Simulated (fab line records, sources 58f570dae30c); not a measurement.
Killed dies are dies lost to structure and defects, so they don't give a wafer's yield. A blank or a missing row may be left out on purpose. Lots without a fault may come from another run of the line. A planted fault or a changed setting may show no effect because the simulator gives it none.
Chamber matching | flow berkeley_cmos170 | UCB170_ZERO_ETCH_06 on rie_diel-02: 4 sister chambers
The step etches SiO2 in CHF3/CF4/Ar, time 12 s. 7 wafers are shown with their chamber, then 8 later ones without.

WAFERS WITH THEIR CHAMBER
wafer  | chamber | drypump_motor_current_A (A) | throttle_valve_pct (%)
L076.4 | 2       | 5.8                         | 9.28
L078.5 | 3       | 5.8                         | 9.32
L084.5 | 0       | 4.9                         | 9.41
L086.3 | 1       | 4.9                         | 9.24
L086.4 | 3       | 5.8                         | 9.32
L086.6 | 1       | 4.9                         | 9.25
L087.1 | 0       | 5.0                         | 9.39

WAFERS WITHOUT THEIR CHAMBER
wafer  | drypump_motor_current_A (A) | throttle_valve_pct (%)
L087.3 | 4.9                         | 9.25
L087.6 | 5.0                         | 9.25
L091.1 | 5.8                         | 9.33
L091.2 | 5.8                         | 9.30
L091.6 | 5.8                         | 9.30
L096.4 | 5.8                         | 9.29
L096.5 | 5.8                         | 9.32
L096.6 | 5.8                         | 9.29

WHICH CHAMBER EACH WENT THROUGH
wafer  | from the rows above     | in truth
L087.3 | 1                       | 1
L087.6 | 1                       | 1
L091.1 | 3                       | 3
L091.2 | can't be placed: 3 or 2 | 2
L091.6 | can't be placed: 3 or 2 | 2
L096.4 | 2                       | 2
L096.5 | 3                       | 3
L096.6 | 2                       | 2
Placed correctly: 6 of 8. Can't be placed from these rows: 2 (the true chamber is among the candidates in 2). Placed wrongly: 0.
How it was worked out, from the rows above alone: a wafer's distance from a chamber is the root of the sum, over the readings, of the square of ((its reading less the chamber's mean) divided by the reading's scatter). The wafer belongs to the nearest chamber; if the next one is less than 2 further off, it can't be placed. A chamber's mean is the mean of its shown wafers. The scatter: the root of (the sum of the squares of (reading less its chamber's mean) over the shown wafers, divided by (wafers less chambers)).
